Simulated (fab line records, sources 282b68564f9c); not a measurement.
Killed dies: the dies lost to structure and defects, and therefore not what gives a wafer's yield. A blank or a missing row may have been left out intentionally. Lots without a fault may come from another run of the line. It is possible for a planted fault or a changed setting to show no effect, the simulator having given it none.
Which tool was responsible? ; flow rit cmos ; 27 wafers from 9 lots sampled at 5 of the route's 202 steps

== WHAT THE GAUGES SHOWED, per wafer ==
RIT_WELLDRIVE_RS_MEAS_01: uses a four-point probe to measure. Usual: for NWELL_RS the level is 275.4 ohm/sq and the standard deviation is 0.76.
lot;measured;on;NWELL_RS (ohm/sq);flag
L776;day 2 04:41;film metro-02;276.4 275.0 276.3;
L777;day 2 09:37;film metro-02;273.3 275.1 274.0;
L779;day 2 18:46;film metro-04;276.6 276.8 276.4;
L784;day 3 21:07;film metro-02;274.0 274.6 274.3;
L787;day 4 10:37;film metro-04;276.0 276.6 276.5;
L789;day 4 21:29;film metro-03;275.2 275.5 274.9;
L792;day 5 11:46;film metro-04;274.7 275.8 274.6;
L793;day 5 17:46;film metro-02;275.5 274.7 275.2;
L799;day 6 22:49;film metro-03;274.8 275.0 274.6;

RIT_SPACER_THK_MEAS_04. Usual: for SPACER_NITRIDE_THK the level is 251.3 nm and the standard deviation is 2.3.
lot;measured;on;SPACER_NITRIDE_THK (nm);flag
L776;day 2 21:59;film metro-01;250.2 251.9 250.5;
L777;day 3 03:28;film metro-04;249.8 248.9 249.0;
L779;day 3 13:23;film metro-02;249.6 250.3 251.7;
L784;day 4 14:26;film metro-02;216.6 217.9 218.6 216.8 217.8 218.5;OFF
L787;day 5 04:11;film metro-04;217.8 216.3 219.5 217.9 216.6 219.4;OFF
L789;day 5 14:29;film metro-02;251.2 250.9 251.6;
L792;day 6 05:24;film metro-02;247.7 246.2 251.2;
L793;day 6 11:53;film metro-02;253.9 254.3 254.1;
L799;day 7 18:00;film metro-04;248.9 248.5 248.0;

RIT_CONTACT_CD_MEAS_08: target cd 1000 nm. Usual: cd nm reads 1000.8 nm (standard deviation 2.4).
lot;measured;on;cd nm (nm);flag
L776;day 3 03:46;cd sem-02;1002.2 1004.4 1001.7;
L777;day 3 09:31;cd sem-02;997.9 999.2 1000.7;
L779;day 3 19:13;cd sem-02;999.9 1002.4 1001.6;
L787;day 5 16:49;cd sem-02;1001.5 1003.4 1003.9;
L789;day 5 20:15;cd sem-02;1002.4 1001.9 1003.4;
L792;day 6 11:07;cd sem-02;1005.3 1003.2 1001.9;
L793;day 6 17:41;cd sem-02;997.3 998.5 997.6;
L799;day 7 23:49;cd sem-02;1001.3 1000.3 1002.4;

== TOOL THAT RAN EACH LOT (tool first, then ch and the chambers of the sampled wafers, then the start) ==
lot;RIT_SPACER_CVD_03;RIT_SPACER_ETCHBACK_05
L776;lpcvd-02 ch 0, day 2 20:04;rie diel-01 ch 1,2,3, day 2 22:02
L777;lpcvd-01 ch 1, day 3 01:33;rie diel-02 ch 0,1,2, day 3 03:32
L779;lpcvd-02 ch 0, day 3 11:28;rie diel-01 ch 1,2,3, day 3 13:26
L784;lpcvd-01 ch 1, day 4 12:31;rie diel-04 ch 0,2,3, day 4 20:53
L787;lpcvd-01 ch 1, day 5 02:16;rie diel-01 ch 0,1,2, day 5 09:34
L789;lpcvd-02 ch 0, day 5 12:32;rie diel-04 ch 0,1,2, day 5 14:36
L792;lpcvd-02 ch 1, day 6 03:28;rie diel-01 ch 0,1,2, day 6 05:27
L793;lpcvd-02 ch 0, day 6 09:58;rie diel-01 ch 0,2,3, day 6 11:57
L799;lpcvd-02 ch 0, day 7 16:04;rie diel-01 ch 0,2,3, day 7 18:03
- RIT_SPACER_CVD_03: deposits Si3N4 from SiH2Cl2/NH3, target thk 250 nm, time 3300 s.
- RIT_SPACER_ETCHBACK_05: etches Si3N4 in SF6/CHF3, stops on SiO2, target depth 250 nm, time 240 s.

== AS READ BY THE TOOLS THEMSELVES (means over the sampled wafers that have a number; for cases with no such wafer, the mark the record gives instead) ==
RIT_SPACER_CVD_03. Usual: zone power centre pct reads 35.1 % (standard deviation 1).
lot;tool;zone power centre pct (%);flag
L776;lpcvd-02;35.3;
L777;lpcvd-01;34.7;
L779;lpcvd-02;35.5;
L784;lpcvd-01;34.5;
L787;lpcvd-01;34.8;
L789;lpcvd-02;35.9;
L792;lpcvd-02;37.1;
L793;lpcvd-02;35.4;
L799;lpcvd-02;35.6;

RIT_SPACER_ETCHBACK_05. Usual: chamber pressure mTorr 40.00 mTorr, standard deviation 0.036; drypump motor current A 5.7 A, standard deviation 0.46; oes product au 0.843 a.u., standard deviation 0.012; rf fwd power W 249.3 W, standard deviation 0.75; throttle valve pct 10.24 %, standard deviation 0.15.
lot;tool;chamber pressure mTorr (mTorr);drypump motor current A (A);oes product au (a.u.);rf fwd power W (W);throttle valve pct (%);flag
L776;rie diel-01;39.98;5.8;0.838;250.0;10.26;
L777;rie diel-02;40.02;5.6;0.840;248.3;10.15;
L779;rie diel-01;40.00;5.8;0.834;248.8;10.25;
L784;rie diel-04;39.99;6.2;0.767;249.9;10.32;OFF
L787;rie diel-01;40.00;5.9;0.752;249.2;10.28;OFF
L789;rie diel-04;40.00;5.9;0.848;249.2;10.34;
L792;rie diel-01;40.01;5.9;0.825;249.0;10.33;
L793;rie diel-01;39.99;5.4;0.849;249.7;10.28;
L799;rie diel-01;40.01;5.4;0.828;249.4;10.28;

== THE ANSWER, worked out from the rows above alone ==
Rule: take the mean of a lot's wafers that have a number; if it is more than 3 standard deviations from the usual mean, the lot is off. A lot without any number at a reading at which 4 lots or more have one is off too. All remaining lots with rows at the step are treated as sound. First the gauges in route order, then the tools' own readings, where a lot's mean is used as printed above. The first step at which some lot is off is used, and at that step the reading that is off furthest; a lot without a number counts as furthest.
Off: L784, L787, at RIT_SPACER_THK_MEAS_04 (SPACER_NITRIDE_THK).
If a tool, at a process step before that reading, ran all the lots that are off and no sound lot after the first of them, it fits. The gauges at RIT_SPACER_THK_MEAS_04 aren't tried: what is off there is off at RIT_SPACER_ETCHBACK_05 too, on other tools, and a gauge's error can't cause that. One fits: RIT_SPACER_CVD_03 on lpcvd-01. A fault onset in the window from L777 (day 3 01:33, its last sound lot) to L784 (day 4 12:31, its first lot off) fits.

== WHAT THE SIMULATOR HAD PUT IN ==
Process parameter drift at RIT_SPACER_CVD_03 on lpcvd-01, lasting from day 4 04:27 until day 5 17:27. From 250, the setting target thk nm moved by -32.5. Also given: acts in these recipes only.
Lots struck among those shown: L784, L787. The same result came from the rule above.
